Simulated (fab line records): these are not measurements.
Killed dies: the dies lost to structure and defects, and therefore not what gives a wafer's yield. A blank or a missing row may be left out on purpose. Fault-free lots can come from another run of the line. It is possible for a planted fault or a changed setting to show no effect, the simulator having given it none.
fab line records    flow rit-cmos
record lots=7  wafers=21  last-day=7
route steps=202 shown M1@184
lots with no fault: from the same line, run without faults
start-h: hours from the record's opening day to when the first of the lot's shown wafers began    wait-h: how many hours have passed since the lot's step before this one    " the same as in the row above    L1.1+2: a single row standing in for several wafers    - no value, or no start given    * or withheld: withheld    < > ~ a bound
route shown NAME@n: NAME is a module with steps in the file, n the number in the route of the first one    usual: mean and standard deviation over wafers with no fault    same: alike in all rows    chamber/n: place in a boat    sites: the reading at each site    _std_site: the standard deviation of these    _edge_site: the outer-site mean with the inner-site mean subtracted    radius-mm: how far each site lies from the wafer's centre    mask NAME#n: copy n    behind: the last tool/chamber to shape the wafer    hold: the reason the lot was held/the length of the hold in hours/how it ended    device: the n, p or np transistor that did not switch    end of line: the route-end tests of the same wafers    a step without rows: its recipe alone    killed: not the wafer's yield, but the dies lost to structure and defects at the first sort    map: shows each die of a wafer: x if killed, . if not, _ if none is there
set.NAME: the setting as run; set.NAME@STEP: as run at that earlier step    model.NAME: the simulator's own value behind a step, which no gauge read
lots at selected steps of the route; one table per step, one row per wafer
services: from which hour (start-h, from the record's first day; less than 0 if before it) a tool's chamber was out of use, for how many hours, and why
## steps
# step RIT_M1_SPUTTER_00
# recipe material=Al  target-thk-nm=400  power-w=2000  chamber-pressure-pa=0.4  gas=Ar  time-s=500  substrate-temp-c=25
# usual throttle-valve-pct=30.8/1.1
lot.wafer  tool            chamber  start-h  wait-h  throttle-valve-pct
L914.3     pvd-sputter-01  -        64.27    0.0     31.5
L914.4     "               -        "        "       29.4
L914.5     "               -        "        "       29.8
L915.1     pvd-sputter-04  -        69.48    0.0     31.8
L915.4     "               -        "        "       32.1
L915.6     "               -        "        "       31.8
L922.1     pvd-sputter-01  -        103.17   0.0     29.2
L922.2     "               -        "        "       31.4
L922.5     "               -        "        "       29.9
L923.1     pvd-sputter-04  -        109.46   0.0     29.0
L923.2     "               -        "        "       31.7
L923.3     "               -        "        "       31.6
L926.3     pvd-sputter-03  -        123.72   0.0     29.8
L926.4     "               -        "        "       29.9
L926.6     "               -        "        "       31.4
L928.1     pvd-sputter-04  -        137.97   0.0     31.8
L928.2     "               -        "        "       29.1
L928.6     "               -        "        "       29.2
L931.2     pvd-sputter-03  -        154.94   0.0     29.6
L931.3     "               -        "        "       30.2
L931.5     "               -        "        "       29.6
# step RIT_M1_RS_MEAS_01
# recipe thk-meas-gauge=four-point-probe  reads=Al_of_M1_SPUTTER_00
# usual M1_AL_RS=0.0734/0.00079
lot.wafer  tool           chamber  start-h  wait-h  M1_AL_RS[ohm/sq]
L914.3     film-metro-02  -        64.61    0.2     0.0751
L914.4     "              -        "        "       0.0753
L914.5     "              -        "        "       0.0741
L915.1     film-metro-02  -        69.77    0.1     0.0740
L915.4     "              -        "        "       0.0740
L915.6     "              -        "        "       0.0740
L922.1     film-metro-01  -        103.47   0.1     0.0737
L922.2     "              -        "        "       0.0733
L922.5     "              -        "        "       0.0736
L923.1     film-metro-01  -        109.75   0.1     0.0738
L923.2     "              -        "        "       0.0745
L923.3     "              -        "        "       0.0743
L926.3     film-metro-01  -        124.06   0.2     0.0722
L926.4     "              -        "        "       0.0716
L926.6     "              -        "        "       0.0719
L928.1     film-metro-03  -        138.26   0.1     0.0736
L928.2     "              -        "        "       0.0728
L928.6     "              -        "        "       0.0731
L931.2     film-metro-02  -        155.28   0.2     0.0731
L931.3     "              -        "        "       0.0733
L931.5     "              -        "        "       0.0731
# step RIT_M1_THK_MEAS_02
# recipe thk-meas-gauge=xrf  reads=Al_of_M1_SPUTTER_00
# usual M1_AL_THK=397/5.2
lot.wafer  tool           chamber  start-h  wait-h  M1_AL_THK[nm]
L914.3     film-metro-02  -        64.71    0.1     384
L914.4     "              -        "        "       383
L914.5     "              -        "        "       389
L915.1     film-metro-02  -        69.89    0.1     386
L915.4     "              -        "        "       387
L915.6     "              -        "        "       390
L922.1     film-metro-01  -        103.59   0.1     399
L922.2     "              -        "        "       400
L922.5     "              -        "        "       399
L923.1     film-metro-01  -        109.87   0.1     397
L923.2     "              -        "        "       394
L923.3     "              -        "        "       394
L926.3     film-metro-01  -        124.16   0.1     404
L926.4     "              -        "        "       407
L926.6     "              -        "        "       406
L928.1     film-metro-03  -        138.38   0.1     396
L928.2     "              -        "        "       400
L928.6     "              -        "        "       398
L931.2     film-metro-02  -        155.39   0.1     396
L931.3     "              -        "        "       395
L931.5     "              -        "        "       397
# step RIT_M1_HMDS_03
# recipe prime-time-s=60  prime-temp-c=140
# step RIT_M1_COAT_04
# recipe resist=NOVOLAK  spin-rpm=2000  resist-thk-nm=1322
# step RIT_M1_SOFTBAKE_05
# recipe resist=NOVOLAK  temp-c=90  time-s=60
# step RIT_M1_EXPOSE_06
# recipe mask-id=M12  na=0.6  source-shape=conventional  sigma-outer=0.5  target-cd-nm=2600  dose-mj=250
# step RIT_M1_PEB_07
# recipe resist=NOVOLAK  temp-c=withheld  time-s=withheld
# step RIT_M1_DEVELOP_08
# recipe resist=NOVOLAK  develop-time-s=68  dev-temp-c=23
# step RIT_M1_CD_MEAS_09
# recipe target-cd-nm=2600
# usual cd-nm=2600.4/2
lot.wafer  tool       chamber  start-h  wait-h  cd-nm
L914.3     cd-sem-02  -        65.67    -       2598.3
L914.4     "          -        "        "       2597.6
L914.5     "          -        "        "       2599.1
L915.1     cd-sem-02  -        70.87    -       2601.3
L915.4     "          -        "        "       2600.3
L915.6     "          -        "        "       2601.1
L922.1     cd-sem-01  -        104.53   -       2602.2
L922.2     "          -        "        "       2599.8
L922.5     "          -        "        "       2602.2
L923.1     cd-sem-01  -        111.15   -       2600.7
L923.2     "          -        "        "       2603.8
L923.3     "          -        "        "       2601.8
L926.3     cd-sem-02  -        125.24   -       2601.0
L926.4     "          -        "        "       2600.1
L926.6     "          -        "        "       2600.8
L928.1     cd-sem-02  -        139.45   -       2601.6
L928.2     "          -        "        "       2601.0
L928.6     "          -        "        "       2604.0
L931.2     cd-sem-02  -        156.46   -       2602.8
L931.3     "          -        "        "       2604.0
L931.5     "          -        "        "       2601.9
# step RIT_M1_OVL_MEAS_10
# usual M1_OVL=-1.0/1.4
lot.wafer  tool        chamber  start-h  wait-h  M1_OVL[nm]
L914.3     overlay-01  -        65.76    0.1     -2.2
L914.4     "           -        "        "       -2.4
L914.5     "           -        "        "       -1.7
L915.1     overlay-02  -        70.99    0.1     -2.1
L915.4     "           -        "        "       -2.7
L915.6     "           -        "        "       -4.2
L922.1     overlay-01  -        104.65   0.1     -2.1
L922.2     "           -        "        "       -0.4
L922.5     "           -        "        "       -1.2
L923.1     overlay-02  -        111.27   0.1     -1.4
L923.2     "           -        "        "       0.9
L923.3     "           -        "        "       1.4
L926.3     overlay-02  -        125.34   0.1     -2.7
L926.4     "           -        "        "       -0.4
L926.6     "           -        "        "       -0.4
L928.1     overlay-01  -        139.57   0.1     -1.1
L928.2     "           -        "        "       -2.8
L928.6     "           -        "        "       -3.7
L931.2     overlay-01  -        156.57   0.1     -1.3
L931.3     "           -        "        "       -0.5
L931.5     "           -        "        "       -1.6
# step RIT_M1_HARDBAKE_11
# recipe resist=NOVOLAK  temp-c=140  time-s=120
# step RIT_M1_METAL_ETCH_12
# recipe stop-on=SiO2  chemistry=Cl2/BCl3  target=Al  time-s=165  over-etch-frac=0.5  pressure-mtorr=100  target-depth-a=6000  rf-w=250  Cl2_flow_sccm=60  bcl3-flow-sccm=50
# usual drypump-motor-current-A=5.6/0.63  he-backside-leak-sccm=3.5/0.31  oes-product-au=0.785/0.014  throttle-valve-pct=8.36/0.094
# same over-etch-frac=0.5
lot.wafer  tool          chamber  start-h  wait-h  drypump-motor-current-A  he-backside-leak-sccm  oes-product-au  rf-hours-counter-h  throttle-valve-pct
L914.3     rie-metal-04  0        66.09    0.2     6.5                      3.6                    0.755           -                   8.45
L914.4     "             1        "        "       5.7                      3.2                    0.770           -                   8.21
L914.5     "             0        "        "       6.4                      3.3                    0.769           -                   8.48
L915.1     rie-metal-03  0        71.28    0.2     5.2                      3.6                    0.771           1                   8.33
L915.4     "             0        "        "       5.2                      3.4                    0.774           -                   8.34
L915.6     "             0        "        "       5.2                      3.6                    0.770           -                   8.33
L922.1     rie-metal-02  0        104.93   0.2     6.6                      3.2                    0.780           34                  8.31
L922.2     "             1        "        "       4.9                      3.5                    0.803           37                  8.48
L922.5     "             1        "        "       4.9                      3.7                    0.799           -                   8.51
L923.1     rie-metal-04  0        111.55   0.2     6.4                      3.7                    0.767           3                   8.46
L923.2     "             1        "        "       5.6                      3.3                    0.775           3                   8.22
L923.3     "             1        "        "       5.7                      3.3                    0.782           -                   8.19
L926.3     rie-metal-04  1        125.66   0.2     5.7                      3.5                    0.798           -                   8.20
L926.4     "             0        "        "       6.5                      3.9                    0.794           -                   8.46
L926.6     "             0        "        "       6.5                      3.7                    0.780           -                   8.46
L928.1     rie-metal-04  1        139.85   0.2     5.7                      4.7                    0.783           3                   8.19
L928.2     "             0        "        "       6.5                      3.9                    0.773           3                   8.43
L928.6     "             0        "        "       6.5                      3.7                    0.771           -                   8.45
L931.2     rie-metal-02  1        156.85   0.2     4.9                      3.2                    0.766           0                   8.50
L931.3     "             1        "        "       4.9                      3.3                    0.765           -                   8.50
L931.5     "             0        "        "       6.5                      3.2                    0.774           -                   8.33
# step RIT_M1_STRIP_13
# recipe chemistry=nmp  resist=NOVOLAK  temp-c=80  time-s=600  dry=n2-spin
# step RIT_M1_STRIP_14
# recipe chemistry=O2  time-s=180  platen-temp-c=withheld  power-w=500  pressure-mtorr=4000  o2-flow-sccm=4000
# usual drypump-motor-current-A=5.4/0.41  rf-refl-power-W=7.0/1.8
lot.wafer  tool             chamber  start-h  wait-h  drypump-motor-current-A  rf-hours-counter-h  rf-refl-power-W
L914.3     plasma-asher-01  1        66.43    0.1     5.2                      -                   9.5
L914.4     "                0        "        "       5.3                      -                   6.5
L914.5     "                1        "        "       5.2                      -                   9.7
L915.1     plasma-asher-03  0        71.63    0.0     6.5                      29                  8.6
L915.4     "                0        "        "       6.6                      -                   8.2
L915.6     "                1        "        "       5.7                      -                   7.3
L922.1     plasma-asher-01  0        105.30   0.0     5.3                      41                  6.8
L922.2     "                1        "        "       5.2                      41                  9.6
L922.5     "                0        "        "       5.3                      -                   6.6
L923.1     plasma-asher-02  1        111.91   0.0     5.2                      49                  5.4
L923.2     "                0        "        "       5.2                      49                  4.4
L923.3     "                1        "        "       5.2                      -                   5.7
L926.3     plasma-asher-02  0        126.02   0.1     5.2                      -                   4.5
L926.4     "                1        "        "       5.2                      -                   5.5
L926.6     "                1        "        "       5.2                      -                   5.5
L928.1     plasma-asher-01  0        140.21   0.0     5.3                      2                   6.7
L928.2     "                1        "        "       5.2                      2                   9.4
L928.6     "                0        "        "       5.3                      -                   6.7
L931.2     plasma-asher-01  0        157.36   0.0     5.3                      4                   6.5
L931.3     "                0        "        "       5.3                      -                   6.7
L931.5     "                0        "        "       5.3                      -                   6.4
# step RIT_M1_CD_MEAS_90
# recipe target-cd-nm=2600
# usual cd-nm=2600.2/2.9
lot.wafer  tool       chamber  start-h  wait-h  cd-nm
L914.3     cd-sem-01  -        66.59    0.1     2602.0
L914.4     "          -        "        "       2594.4
L914.5     "          -        "        "       2601.6
L915.1     cd-sem-01  -        71.81    0.1     2603.0
L915.4     "          -        "        "       2601.4
L915.6     "          -        "        "       2602.2
L922.1     cd-sem-02  -        105.48   0.1     2599.3
L922.2     "          -        "        "       2599.9
L922.5     "          -        "        "       2602.5
L923.1     cd-sem-01  -        112.08   0.1     2603.8
L923.2     "          -        "        "       2603.4
L923.3     "          -        "        "       2600.6
L926.3     cd-sem-01  -        126.18   0.1     2602.1
L926.4     "          -        "        "       2602.5
L926.6     "          -        "        "       2602.4
L928.1     cd-sem-02  -        140.38   0.1     2600.9
L928.2     "          -        "        "       2601.7
L928.6     "          -        "        "       2606.2
L931.2     cd-sem-01  -        157.56   0.1     2600.2
L931.3     "          -        "        "       2600.0
L931.5     "          -        "        "       2600.4
# step RIT_M1_ANNEAL_15
# recipe temp-c=446.2  time-s=1800  ambient=forming_gas_H2N2
# step RIT_M1_BOW_MEAS_16
# recipe mode=bow
# usual M1_BOW=16/6.7
lot.wafer  tool           chamber  start-h  wait-h  M1_BOW[um]
L914.3     film-metro-03  -        68.36    0.0     9
L914.4     "              -        "        "       14
L914.5     "              -        "        "       25
L915.1     film-metro-03  -        73.43    0.0     9
L915.4     "              -        "        "       13
L915.6     "              -        "        "       22
L922.1     film-metro-03  -        107.10   0.0     10
L922.2     "              -        "        "       20
L922.5     "              -        "        "       12
L923.1     film-metro-02  -        113.70   0.0     11
L923.2     "              -        "        "       9
L923.3     "              -        "        "       19
L926.3     film-metro-02  -        127.80   0.0     17
L926.4     "              -        "        "       10
L926.6     "              -        "        "       7
L928.1     film-metro-02  -        142.17   0.0     24
L928.2     "              -        "        "       15
L928.6     "              -        "        "       22
L931.2     film-metro-03  -        159.49   0.0     25
L931.3     "              -        "        "       23
L931.5     "              -        "        "       21
# step RIT_M1_PROBE_99
# usual defect-limited-yield=97.6/1.1  killed_at_M0_to_M3=0.0/0.083  killed-at-front-end=6.3/3  killed-dies=6.4/3  killed-on-rim=1.7/1.3  killed-open=3/1.9  killed-short=3.4/1.9  sort_bin_3_pad_short=0.1/0.18  sort_bin_5_function=1.4/0.78  sort_bin_6_memory=0.9/0.65  sort-n-pass=257.6/3  sort-yield-pct=97.6/1.1
# same gross-dies=264  killed_at_M4_up=0  killed-at-back-side=0  killed-at-contacts=0  killed-at-other=0
lot.wafer  tool       chamber  start-h  wait-h  hold                      defect-limited-yield[%]  killed_at_M0_to_M3  killed-at-front-end  killed-dies  killed-on-rim  killed-open  killed-short  sort_bin_3_pad_short[%]  sort_bin_5_function[%]  sort_bin_6_memory[%]  sort-n-pass  sort-yield-pct[%]  model.etest.tester.sort-n-pass  model.etest.tester.sort-yield-pct  model.etest.tester.sort_bin_5_pct  model.etest.tester.sort_bin_6_pct
L914.3     prober-01  -        68.54    0.2     -                         99.2                     0                   2                    2            1              1            1             0                        0.4                     0.4                   262.0        99.2               262                             99.24                              0.3788                             0.3788
L914.4     prober-01  -        68.59    0.2     -                         98.1                     0                   5                    5            0              3            2             0                        1.1                     0.8                   259.0        98.1               259                             98.11                              1.136                              0.7576
L914.5     prober-01  -        68.64    0.2     -                         97.3                     0                   7                    7            1              3            4             0                        1.9                     0.8                   257.0        97.3               257                             97.35                              1.894                              0.7576
L915.1     prober-02  -        73.55    0.1     -                         97.3                     0                   7                    7            2              5            2             0                        1.9                     0.8                   257.0        97.3               257                             97.35                              1.894                              0.7576
L915.4     prober-02  -        73.70    0.2     -                         95.1                     0                   13                   13           3              9            4             0                        3.4                     1.5                   251.0        95.1               251                             95.08                              3.409                              1.515
L915.6     prober-02  -        73.80    0.2     -                         99.6                     0                   1                    1            0              0            1             0                        0.4                     0                     263.0        99.6               263                             99.62                              0.3788                             0
L922.1     prober-01  -        107.22   0.1     -                         95.5                     0                   12                   12           3              3            9             0                        3.4                     1.1                   252.0        95.5               252                             95.45                              3.409                              1.136
L922.2     prober-01  -        107.27   0.1     -                         95.8                     0                   11                   11           1              7            4             0                        3.0                     1.1                   253.0        95.8               253                             95.83                              3.03                               1.136
L922.5     prober-01  -        107.42   0.2     -                         98.5                     0                   4                    4            2              0            4             0                        1.1                     0.4                   260.0        98.5               260                             98.48                              1.136                              0.3788
L923.1     prober-02  -        113.82   0.1     await-dispo/3.4h/release  97.0                     0                   8                    8            2              5            3             0.4                      1.5                     1.1                   256.0        97.0               256                             96.97                              1.515                              1.136
L923.2     prober-02  -        113.87   0.1     await-dispo/3.4h/release  88.3                     28                  3                    31           10             1            2             0.4                      8.0                     3.4                   233.0        88.3               233                             88.26                              7.955                              3.409
L923.3     prober-02  -        113.92   0.2     await-dispo/3.4h/release  89.8                     21                  6                    27           7              3            3             1.5                      7.2                     1.5                   237.0        89.8               237                             89.77                              7.197                              1.515
L926.3     prober-01  -        127.98   0.2     await-dispo/3.6h/release  89.8                     25                  2                    27           7              1            1             1.1                      7.6                     1.5                   237.0        89.8               237                             89.77                              7.576                              1.515
L926.4     prober-01  -        128.03   0.2     await-dispo/3.6h/release  98.1                     0                   5                    5            1              3            2             0                        1.5                     0.4                   259.0        98.1               259                             98.11                              1.515                              0.3788
L926.6     prober-01  -        128.13   0.2     await-dispo/3.6h/release  97.7                     0                   6                    6            2              3            3             0                        1.5                     0.8                   258.0        97.7               258                             97.73                              1.515                              0.7576
L928.1     prober-01  -        142.29   0.1     await-dispo/2.8h/release  88.6                     24                  6                    30           6              2            4             0                        10.2                    1.1                   234.0        88.6               234                             88.64                              10.23                              1.136
L928.2     prober-01  -        142.34   0.1     await-dispo/2.8h/release  97.7                     0                   6                    6            1              4            2             0                        0.8                     1.5                   258.0        97.7               258                             97.73                              0.7576                             1.515
L928.6     prober-01  -        142.54   0.2     await-dispo/2.8h/release  97.0                     0                   8                    8            1              6            2             0                        2.3                     0.8                   256.0        97.0               256                             96.97                              2.273                              0.7576
L931.2     prober-02  -        159.64   0.1     -                         96.2                     0                   10                   10           3              3            7             0                        2.7                     1.1                   254.0        96.2               254                             96.21                              2.652                              1.136
L931.3     prober-02  -        159.69   0.2     -                         97.7                     0                   6                    6            2              4            2             0                        1.1                     1.1                   258.0        97.7               258                             97.73                              1.136                              1.136
L931.5     prober-02  -        159.79   0.2     -                         100.0                    0                   0                    0            0              0            0             0                        0                       0                     264.0        100.0              264                             100                                0                                  0
# killed by level:class
L914.3 FOX2:geometric-particle:open=1 SPACER:geometric-particle:short=1
L914.4 FOX1:geometric-particle:open=2 FOX1:geometric-particle:short=1 SPACER:geometric-particle:open=1 SILICIDE:geometric-particle:short=1
L914.5 FOX1:geometric-particle:short=2 FOX1:geometric-particle:open=1 FOX2:geometric-particle:short=1 FOX2:geometric-particle:open=1 GATE:geometric-particle:open=1 SPACER:geometric-particle:short=1
L915.1 REOX:geometric-particle:open=3 GATE:geometric-particle:open=2 GATE:geometric-particle:short=1 REOX:geometric-particle:short=1
L915.4 FOX1:geometric-particle:open=2 GATE:geometric-particle:open=2 GATE:geometric-particle:short=2 REOX:geometric-particle:open=2 SPACER:geometric-particle:open=2 REOX:geometric-particle:short=1 SILICIDE:geometric-particle:open=1 SILICIDE:geometric-particle:short=1
L915.6 FOX2:geometric-particle:short=1
L922.1 GATE:geometric-particle:short=4 SILICIDE:geometric-particle:short=4 FOX2:geometric-particle:short=1 GATE:geometric-particle:open=1 SPACER:geometric-particle:open=1 SILICIDE:geometric-particle:open=1
L922.2 GATE:geometric-particle:open=2 REOX:geometric-particle:open=2 SILICIDE:geometric-particle:short=2 FOX1:geometric-particle:open=1 FOX1:geometric-particle:short=1 FOX2:geometric-particle:open=1 SPACER:geometric-particle:short=1 SILICIDE:geometric-particle:open=1
L922.5 GATE:geometric-particle:short=2 FOX2:geometric-particle:short=1 REOX:geometric-particle:short=1
L923.1 GATE:geometric-particle:open=3 FOX1:geometric-particle:open=2 GATE:geometric-particle:short=1 SPACER:geometric-particle:short=1 SILICIDE:geometric-particle:short=1
L923.2 M1:unspecified=28 GATE:geometric-particle:short=2 GATE:geometric-particle:open=1
L923.3 M1:unspecified=21 GATE:geometric-particle:open=2 GATE:geometric-particle:short=2 FOX1:geometric-particle:open=1 SILICIDE:geometric-particle:short=1
L926.3 M1:unspecified=25 REOX:geometric-particle:short=1 REOX:geometric-particle:open=1
L926.4 FOX1:geometric-particle:open=2 FOX1:geometric-particle:short=1 GATE:geometric-particle:short=1 SPACER:geometric-particle:open=1
L926.6 SPACER:geometric-particle:open=2 SPACER:geometric-particle:short=2 GATE:geometric-particle:short=1 REOX:geometric-particle:open=1
L928.1 M1:unspecified=24 REOX:geometric-particle:short=2 REOX:geometric-particle:open=2 FOX1:geometric-particle:short=1 SILICIDE:geometric-particle:short=1
L928.2 GATE:geometric-particle:open=3 REOX:geometric-particle:short=2 REOX:geometric-particle:open=1
L928.6 FOX1:geometric-particle:open=2 FOX2:geometric-particle:open=2 FOX2:geometric-particle:short=1 GATE:geometric-particle:short=1 GATE:geometric-particle:open=1 SPACER:geometric-particle:open=1
L931.2 GATE:geometric-particle:short=5 FOX1:geometric-particle:open=1 FOX2:geometric-particle:short=1 FOX2:geometric-particle:open=1 GATE:geometric-particle:open=1 SILICIDE:geometric-particle:short=1
L931.3 GATE:geometric-particle:open=2 SILICIDE:geometric-particle:open=2 FOX1:geometric-particle:short=1 SILICIDE:geometric-particle:short=1
# map L923.2 (x killed, . not)
________...xxxx_______
_____......xxxxxxx____
____......xxxxxxxx.___
___........x.xxxxx..__
__..........xxxx....._
__..................._
_.....................
_.....................
_..........x..........
_.....................
__..................._
__..................._
___................x__
____...............___
_____.............____
________......._______
# map L926.3 (x killed, . not)
________....x.x_______
_____.......xxxxx.____
____......xxxxxxxx.___
___........xxxxx....__
__x........x.xxx....._
__..........x........_
_.....................
_................x....
_.....................
_.....................
__..................._
__..................._
___.................__
____...............___
_____.............____
________......._______
## services
tool             chamber  start-h  hours  kind
rie-metal-03     -        59.04    0.5    repair
rie-metal-03     -        76.51    2.8    pm
plasma-asher-02  -        77.73    3.1    repair
rie-metal-02     -        79.63    0.2    repair
pvd-sputter-03   -        81.87    1.9    repair
plasma-asher-01  -        98.54    2.8    pm
pvd-sputter-04   -        100.32   5.5    repair
plasma-asher-01  -        108.75   9.0    pm
plasma-asher-01  0        108.75   9.5    vent-cycle
plasma-asher-01  1        108.75   9.5    vent-cycle
plasma-asher-01  -        109.09   9.1    repair
plasma-asher-01  0        117.75   -      clean
plasma-asher-01  1        117.75   -      clean
pvd-sputter-04   -        118.33   19.5   repair
rie-metal-02     -        136.12   20.0   pm
rie-metal-02     0        136.12   20.0   vent-cycle
rie-metal-02     1        136.12   20.0   vent-cycle
rie-metal-02     -        149.01   1.3    repair
rie-metal-02     0        156.12   -      clean
rie-metal-02     1        156.12   -      clean
## key
first-sign step=RIT_M1_PROBE_99  reading=killed_at_M0_to_M3  direction=up  sigmas=24  usual=0.0  struck=24.5
effect step=RIT_M1_PROBE_99  reading=sort_bin_5_function  direction=up  sigmas=8.7  usual=1.4  struck=8.2
model-effect step=RIT_M1_PROBE_99  value=etest.tester.sort-n-pass  without=259.5  struck=235.2
met-at RIT_M1_METAL_ETCH_12
struck-wafers L923.2,L923.3,L926.3,L928.1
onset-between 66.09 111.55
fault kind=chamber-particle-source  tool=rie-metal-04  chamber=1  onset-h=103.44  steps=RIT_M1_METAL_ETCH_12  rate-per-visit-cm2=0.55835  end-h=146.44
